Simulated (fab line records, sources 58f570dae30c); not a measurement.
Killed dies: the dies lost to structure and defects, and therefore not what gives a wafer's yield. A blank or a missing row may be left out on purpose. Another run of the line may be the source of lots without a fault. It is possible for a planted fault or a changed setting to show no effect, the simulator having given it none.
A struck lot beside a sound one -- flow berkeley cmos170 -- 16 out of 331 route steps
Sound: the wafers L274.1, L274.3, L274.5. Wafers struck: L276.1, L276.2, L276.6. The cause is named last.
For every step that has rows: the tool of each side, followed by ch and its chambers, followed by its first start. Under that, the readings that differ: sound wafers -- struck wafers -- difference of the means -- sigmas: that difference in standard deviations of wafers without a fault.
alike: a reading whose means differ by less than 2 such deviations, as well as words and numbers matching on both sides. not compared: withheld readings; readings where some wafer has no value; bounds like >300 that might hide an equal value; numbers whose values overlap and for which the record gives no deviation.
Wherever a step has rows on one side only, a row that says differs or no value, or a row with sigmas, the two part there. When numbers do not overlap yet have no deviation, they are printed without sigmas and do not part them. Lack of a reading on every wafer of one side parts them only where that side has two or more wafers.

UCB170_NWELL_THK_MEAS_02:
  sound on film metro-04 at day 3 15:38; struck on film metro-02 at day 4 05:12
  alike: NWELL_OXIDE_THK
then, 2 steps without rows for these wafers: UCB170_NWELL_ANNEAL_03 (time 900 s); UCB170_NWELL_CVD_04 (deposits Si3N4 from SiH2Cl2/NH3, target thk 224 nm, time 3360 s).
UCB170_NWELL_THK_MEAS_05:
  sound on film metro-04 at day 3 22:23; struck on film metro-04 at day 4 11:04
  alike: NWELL_NITRIDE_THK
then, 6 steps without rows for these wafers: UCB170_NWELL_HMDS_06 (prime time 60 s); UCB170_NWELL_COAT_07 (resist thk 900 nm); UCB170_NWELL_SOFTBAKE_08 (time 60 s); UCB170_NWELL_EXPOSE_09 (exposes mask NWELL, target cd 3000 nm); UCB170_NWELL_PEB_10; UCB170_NWELL_DEVELOP_11 (develop time 45 s).
UCB170_NWELL_OVL_MEAS_12:
  sound on overlay-02 at day 4 00:08; struck on overlay-02 at day 4 14:54
  alike: NWELL_OVL
UCB170_NWELL_ETCH_13: etches Si3N4 in CH3F/Ar/O2, stops on SiO2, target depth 246.4 nm, time 154 s.
  sound on rie diel-01 ch 0, day 4 00:10; struck on rie diel-02 ch 0,1,2, day 4 14:56
  alike: drypump motor current A, mfc ar sccm, oes product au, throttle valve pct
  not compared: rf hours counter h
UCB170_NWELL_IMPLANT_14:
  sound on implanter-01 ch 0, day 4 00:19; struck on implanter-04 ch 0, day 4 15:02
reading,sound,struck,difference,sigmas
beam energy keV,150.06 150.06 150.04,174.08 174.22 174.22,+24.12,+99 or more
model.implant.rp nm (nm),190.4 190.4 190.4,218.2 218.2 218.2,+27.8,
model.implant.drp nm (nm),62.72 62.72 62.72,70.09 70.09 70.09,+7.37,
  alike: tilt deg
UCB170_NWELL_STRIP_15: strips in O2.
  sound on plasma asher-02 ch 0,1, day 4 00:28; struck on plasma asher-01 ch 0,1, day 4 15:11
  alike: drypump motor current A, oes product au, strip time to endpoint s
  not compared: rf hours counter h
UCB170_NWELL_TW_MEAS_16:
  sound on film metro-02 at day 4 00:34; struck on film metro-01 at day 4 15:31
reading,sound,struck,difference,sigmas
NWELL_TW,1247 1242 1250,1276 1274 1279,+30,+4
  not compared: hold
then, 1 step without rows for these wafers: UCB170_M3_PROBE_99.

## WHERE THEY PART
Last at UCB170_NWELL_TW_MEAS_16 as far as this record goes, first at UCB170_NWELL_IMPLANT_14.

WHY: what had been put in by the simulator
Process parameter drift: implanter-04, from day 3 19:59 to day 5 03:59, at UCB170_NWELL_IMPLANT_14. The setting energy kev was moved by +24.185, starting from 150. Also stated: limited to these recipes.
